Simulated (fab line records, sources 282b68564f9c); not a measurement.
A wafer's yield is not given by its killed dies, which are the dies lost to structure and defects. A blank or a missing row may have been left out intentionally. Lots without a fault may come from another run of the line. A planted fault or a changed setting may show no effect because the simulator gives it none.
A struck lot beside a sound one / flow rit-cmos / 27 steps out of a route of 202
Sound: these wafers, L424.1, L424.2, L424.4. Struck: wafer L434.2 (left out: L434.3, L434.4 of the same lot, which were not struck); the cause appears at the end.
At each step with rows: each side's tool, then ch and its chambers, then its first start. Under that, the readings that differ: sound wafers / struck wafers / difference of the means / sigmas: that difference in standard deviations of wafers without a fault.
alike: a reading whose means differ by less than 2 such deviations, as well as words and numbers matching on both sides. not compared: withheld readings; readings where some wafer has no value; bounds like >300 that might hide an equal value; numbers whose values overlap and for which the record gives no deviation.
The two part at a step that has a row with sigmas, a row that says differs or no value, or rows on one side only. When numbers do not overlap yet have no deviation, they are printed without sigmas and do not part them. Lack of a reading on every wafer of one side parts them only where that side has two or more wafers.

RIT_SDANNEAL_RTA_03: time 5 s.
  sound on rtp-anneal-01 ch 0, day 3 07:10; struck on rtp-anneal-01 ch 0, day 5 08:11
  alike: wafer_temp_C_max
RIT_SDANNEAL_RS_MEAS_04: measures by four-point-probe.
  struck on film-metro-04, day 5 08:15; sound on film-metro-04, day 3 07:14
  alike: PSD_RS
RIT_SDANNEAL_RS_MEAS_05: measures by four-point-probe.
  struck on film-metro-04, day 5 08:22; sound on film-metro-04, day 3 07:21
  alike: NSD_RS
RIT_SDANNEAL_RS_MEAS_06: measures by four-point-probe.
  struck on film-metro-04, day 5 08:29; sound on film-metro-04, day 3 07:28
  alike: PLDD_RS
RIT_SDANNEAL_RS_MEAS_07: measures by four-point-probe.
  struck on film-metro-04, day 5 08:37; sound on film-metro-04, day 3 07:35
  alike: NLDD_RS
then, 1 step without rows for these wafers: RIT_SILICIDE_WET_ETCH_00 (etches SiO2 in BOE, target depth 14 nm, time 15 s).
RIT_SILICIDE_SPUTTER_01: material Ti, target thk 30 nm, time 240 s.
  struck on pvd-sputter-01, day 5 08:43; sound on pvd-sputter-01, day 3 07:43
reading=throttle-valve-pct (%); sound=29.2 30.6 28.8; struck=30.7; difference=+1.2; sigmas=+2
  alike: cathode-dc-power-W
RIT_SILICIDE_RS_MEAS_02: measures by four-point-probe.
  struck on film-metro-03, day 5 08:53; sound on film-metro-03, day 3 07:52
  alike: SILICIDE_TI_RS
RIT_SILICIDE_THK_MEAS_03: measures by xrf.
  struck on film-metro-03, day 5 09:00; sound on film-metro-03, day 3 07:59
  alike: SILICIDE_TI_THK
RIT_SILICIDE_RTA_04: time 10 s, ramp up 5 s, ramp down 5 s.
  sound on rtp-anneal-02 ch 0, day 3 08:03; struck on rtp-anneal-02 ch 0, day 5 09:04
  alike: wafer_temp_C_max
then, 1 step without rows for these wafers: RIT_SILICIDE_WET_ETCH_05 (etches Ti in SPM, time 120 s).
RIT_SILICIDE_RTA_06: time 10 s, ramp up 5 s, ramp down 10 s.
  sound on rtp-anneal-01 ch 0, day 3 08:10; struck on rtp-anneal-01 ch 0, day 5 09:10
  alike: wafer_temp_C_max
RIT_CONTACT_CVD_00: deposits SiO2 from TEOS, target thk 400 nm, time 61.82 s.
  sound on pecvd-04 ch 1,2, day 3 08:14; struck on pecvd-03 ch 0, day 5 09:13
reading=model.SiO2_of_CONTACT_CVD_00.thk-nm (nm); sound=409.5 410.1 410.3; struck=517.5; difference=+107.5; sigmas=
  alike: heater-power-w
RIT_CONTACT_THK_MEAS_01:
  struck on film-metro-03, day 5 09:31; sound on film-metro-04, day 3 08:17
reading=CONTACT_TEOS_THK (nm); sound=410 410 410; struck=517; difference=+107; sigmas=+19
  not compared: hold
then, 5 steps without rows for these wafers: RIT_CONTACT_COAT_03 (resist thk 1000 nm); RIT_CONTACT_SOFTBAKE_04 (time 60 s); RIT_CONTACT_EXPOSE_05 (exposes mask M11, target cd 1000 nm); RIT_CONTACT_PEB_06; RIT_CONTACT_DEVELOP_07 (develop time 120 s).
RIT_CONTACT_CD_MEAS_08 targets a cd of 1000 nm.
  struck on cd-sem-01, day 5 12:07; sound on cd-sem-02, day 3 09:19
  alike: cd-nm
RIT_CONTACT_OVL_MEAS_09:
  struck on overlay-01, day 5 12:13; sound on overlay-02, day 3 09:26
  alike: CONTACT_OVL
then, 1 step without rows for these wafers: RIT_CONTACT_HARDBAKE_10 (time 60 s).
RIT_CONTACT_ETCH_11: etches SiO2 in CHF3/CF4/Ar, stops on TiSi2, target depth 480 nm, time 320 s.
  sound on rie-diel-03 ch 1,2,3, day 3 09:37; struck on rie-diel-01 ch 0, day 5 12:23
reading=cf4-flow-sccm (sccm); sound=10.03 10.03 10.02; struck=9.93; difference=-0.10; sigmas=-3
reading=oes-product-au (a.u.); sound=0.984 1.010 0.967; struck=1.031; difference=+0.044; sigmas=+2
reading=model.CONTACT.feature-depth-nm (nm); sound=409.5 410.1 410.3; struck=490.3; difference=+80.3; sigmas=
reading=model.etch.depth-nm (nm); sound=409.5 410.1 410.3; struck=490.3; difference=+80.3; sigmas=
  alike: drypump-motor-current-A, throttle-valve-pct
  not compared: rf-hours-counter-h
RIT_CONTACT_STRIP_12: strips in O2, time 185.1 s.
  sound on plasma-asher-02 ch 0,1, day 3 09:49; struck on plasma-asher-03 ch 1, day 5 12:35
  alike: drypump-motor-current-A
  not compared: rf-hours-counter-h
RIT_CONTACT_CD_MEAS_90 targets a cd of 1000 nm.
  struck on cd-sem-01, day 5 12:47; sound on cd-sem-01, day 3 09:59
  alike: cd-nm
RIT_CONTACT_CLEAN_13: cleans in SC1, time 600 s.
  sound on wet-bench-01 ch 3, day 3 10:06; struck on wet-bench-04 ch 0, day 5 12:53
reading=model.SiO2_of_CONTACT_CVD_00.thk-nm (nm); sound=405.4 406.1 406.2; struck=513.4; difference=+107.5; sigmas=
then, 1 step without rows for these wafers: RIT_CONTACT_CLEAN_14 (cleans in SC2, time 600 s).

## WHERE THEY PART
First at RIT_SILICIDE_SPUTTER_01; last, within this record, at RIT_CONTACT_ETCH_11. Later steps at which nothing parts them and some readings are alike: RIT_CONTACT_STRIP_12, RIT_CONTACT_CD_MEAS_90.

WHY: what the simulator had put in
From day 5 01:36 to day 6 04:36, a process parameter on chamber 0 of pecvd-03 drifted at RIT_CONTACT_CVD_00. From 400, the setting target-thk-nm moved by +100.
